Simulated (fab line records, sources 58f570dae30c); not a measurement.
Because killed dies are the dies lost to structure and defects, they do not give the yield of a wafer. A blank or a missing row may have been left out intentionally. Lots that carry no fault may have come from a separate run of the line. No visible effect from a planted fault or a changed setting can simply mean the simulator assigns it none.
What tool caused it?    flow berkeley-cmos170    Sampling: 15 lots, 45 wafers, 3 of 331 route steps

## WHAT THE GAUGES SHOWED, per wafer
The record holds no reading of a measuring or inspecting step that can be judged against a usual standard deviation.

## EACH LOT AND THE TOOL THAT RAN IT (in order: tool; ch and the chambers of the sampled wafers; start)
lot   UCB170_ZERO_DEVELOP_05            UCB170_ZERO_ETCH_06                UCB170_ZERO_STRIP_07
L449  litho-track-01 ch 0, day 1 19:00  rie-diel-04 ch 1,2,3, day 1 19:46  plasma-asher-01 ch 0,1, day 1 19:48
L450  litho-track-03 ch 0, day 2 00:00  rie-diel-04 ch 0,2,3, day 2 00:21  plasma-asher-01 ch 0,1, day 2 00:24
L452  litho-track-01 ch 0, day 2 08:00  rie-diel-02 ch 0,2,3, day 2 09:00  plasma-asher-03 ch 0,1, day 2 09:02
L454  litho-track-01, day 2 22:00       rie-diel-03 ch 0,1,2, day 2 22:12  plasma-asher-01 ch 1, day 2 22:13
L455  litho-track-03, day 2 22:00       rie-diel-04 ch 0,1,2, day 2 22:32  plasma-asher-03 ch 0,1, day 2 22:34
L456  litho-track-03, day 3 06:00       rie-diel-02 ch 1,2,3, day 3 06:58  plasma-asher-04 ch 0,1, day 3 06:59
L457  litho-track-01 ch 0, day 3 10:00  rie-diel-03 ch 0,2, day 3 11:05    plasma-asher-03 ch 0,1, day 3 11:07
L464  litho-track-02 ch 0, day 5 00:00  rie-diel-04 ch 0,1, day 5 00:26    plasma-asher-04 ch 0,1, day 5 00:28
L465  litho-track-01 ch 0, day 5 01:00  rie-diel-03 ch 2,3, day 5 01:11    plasma-asher-03 ch 0,1, day 5 01:12
L466  litho-track-03 ch 0, day 5 05:00  rie-diel-02 ch 0,2,3, day 5 05:16  plasma-asher-03 ch 0,1, day 5 05:17
L467  litho-track-01 ch 0, day 5 12:00  rie-diel-02 ch 1,2, day 5 12:51    plasma-asher-03 ch 0,1, day 5 12:55
L468  litho-track-01 ch 0, day 5 16:00  rie-diel-04 ch 0,1,3, day 5 16:29  plasma-asher-03 ch 0,1, day 5 16:30
L469  litho-track-01 ch 0, day 5 23:00  rie-diel-02 ch 0,1,2, day 5 23:31  plasma-asher-01 ch 0,1, day 5 23:33
L470  litho-track-01 ch 0, day 6 00:00  rie-diel-03 ch 0,2,3, day 6 00:58  plasma-asher-04 ch 0,1, day 6 01:00
L472  litho-track-02 ch 0, day 6 13:00  rie-diel-02 ch 2,3, day 6 13:28    plasma-asher-03 ch 0, day 6 13:29
- UCB170_ZERO_DEVELOP_05: develop time 45 s.
- UCB170_ZERO_ETCH_06: etches SiO2 in CHF3/CF4/Ar, time 12 s.
- UCB170_ZERO_STRIP_07: strips in O2.

## WHAT THE TOOLS THEMSELVES READ (means of the sampled wafers that have a number; where no wafer has one, the mark that the record gives instead)
UCB170_ZERO_DEVELOP_05. Usual: chill-plate-temp-C at 23.02 C, with a standard deviation of 0.11.
lot   tool            chill-plate-temp-C (C)  flag
L449  litho-track-01  23.05                   
L450  litho-track-03  23.06                   
L452  litho-track-01  22.98                   
L454  litho-track-01  -                       OFF
L455  litho-track-03  -                       OFF
L456  litho-track-03  -                       OFF
L457  litho-track-01  22.99                   
L464  litho-track-02  23.03                   
L465  litho-track-01  23.07                   
L466  litho-track-03  23.12                   
L467  litho-track-01  22.84                   
L468  litho-track-01  22.83                   
L469  litho-track-01  23.00                   
L470  litho-track-01  22.93                   
L472  litho-track-02  22.96                   

UCB170_ZERO_ETCH_06. Usual: drypump-motor-current-A 5.8 A, standard deviation 0.4; oes-product-au 0.615 a.u., standard deviation 0.011; throttle-valve-pct 9.20 %, standard deviation 0.14.
lot   tool         drypump-motor-current-A (A)  oes-product-au (a.u.)  throttle-valve-pct (%)  flag
L449  rie-diel-04  6.0                          0.615                  9.30                    
L450  rie-diel-04  6.1                          0.621                  9.26                    
L452  rie-diel-02  5.8                          0.617                  9.17                    
L454  rie-diel-03  5.8                          0.369                  9.29                    OFF
L455  rie-diel-04  5.9                          0.377                  9.26                    OFF
L456  rie-diel-02  5.7                          0.377                  9.09                    OFF
L457  rie-diel-03  5.9                          0.612                  9.30                    
L464  rie-diel-04  6.1                          0.609                  9.19                    
L465  rie-diel-03  5.4                          0.613                  9.24                    
L466  rie-diel-02  5.8                          0.619                  9.16                    
L467  rie-diel-02  5.7                          0.603                  9.01                    
L468  rie-diel-04  6.1                          0.617                  9.20                    
L469  rie-diel-02  5.7                          0.610                  9.04                    
L470  rie-diel-03  5.4                          0.610                  9.22                    
L472  rie-diel-02  5.8                          0.621                  9.16                    

UCB170_ZERO_STRIP_07. Usual: drypump-motor-current-A 5.64 A, standard deviation 0.24; oes-product-au 0.728 a.u., standard deviation 0.0046; strip-time-to-endpoint-s 21.52 s, standard deviation 0.061.
lot   tool             drypump-motor-current-A (A)  oes-product-au (a.u.)  strip-time-to-endpoint-s (s)  flag
L449  plasma-asher-01  5.63                         0.728                  21.50                         
L450  plasma-asher-01  5.61                         0.731                  21.53                         
L452  plasma-asher-03  5.58                         0.729                  21.49                         
L454  plasma-asher-01  5.60                         0.724                  21.79                         OFF
L455  plasma-asher-03  5.54                         0.728                  21.91                         OFF
L456  plasma-asher-04  5.63                         0.733                  21.84                         OFF
L457  plasma-asher-03  5.60                         0.730                  21.53                         
L464  plasma-asher-04  5.61                         0.723                  21.54                         
L465  plasma-asher-03  5.58                         0.727                  21.45                         
L466  plasma-asher-03  5.60                         0.729                  21.47                         
L467  plasma-asher-03  5.59                         0.727                  21.50                         
L468  plasma-asher-03  5.58                         0.730                  21.59                         
L469  plasma-asher-01  5.62                         0.726                  21.49                         
L470  plasma-asher-04  5.91                         0.730                  21.50                         
L472  plasma-asher-03  5.62                         0.725                  21.64                         

## THE ANSWER, worked out from the rows above alone
Rule: a lot is off if the mean of its wafers that have a number lies more than 3 standard deviations from the usual mean. A lot without any number at a reading at which 4 lots or more have one is off too. Any other lot the step has rows for is counted as sound. After the gauges, taken in route order, come the tools' own readings; for these a lot's mean is taken, as printed above. At the first step where some lot is off, the reading lying furthest off is the one used; lots without a number count as furthest.
Off: L454, L455, L456, at UCB170_ZERO_DEVELOP_05 (chill-plate-temp-C). Without a number there: L454, L455, L456.
If a tool, at that step or one of the process steps before it, ran each lot that is off and ran no sound lot following the first of them, it fits. No candidate that was tried fits.

## WHAT THE SIMULATOR HAD PUT IN
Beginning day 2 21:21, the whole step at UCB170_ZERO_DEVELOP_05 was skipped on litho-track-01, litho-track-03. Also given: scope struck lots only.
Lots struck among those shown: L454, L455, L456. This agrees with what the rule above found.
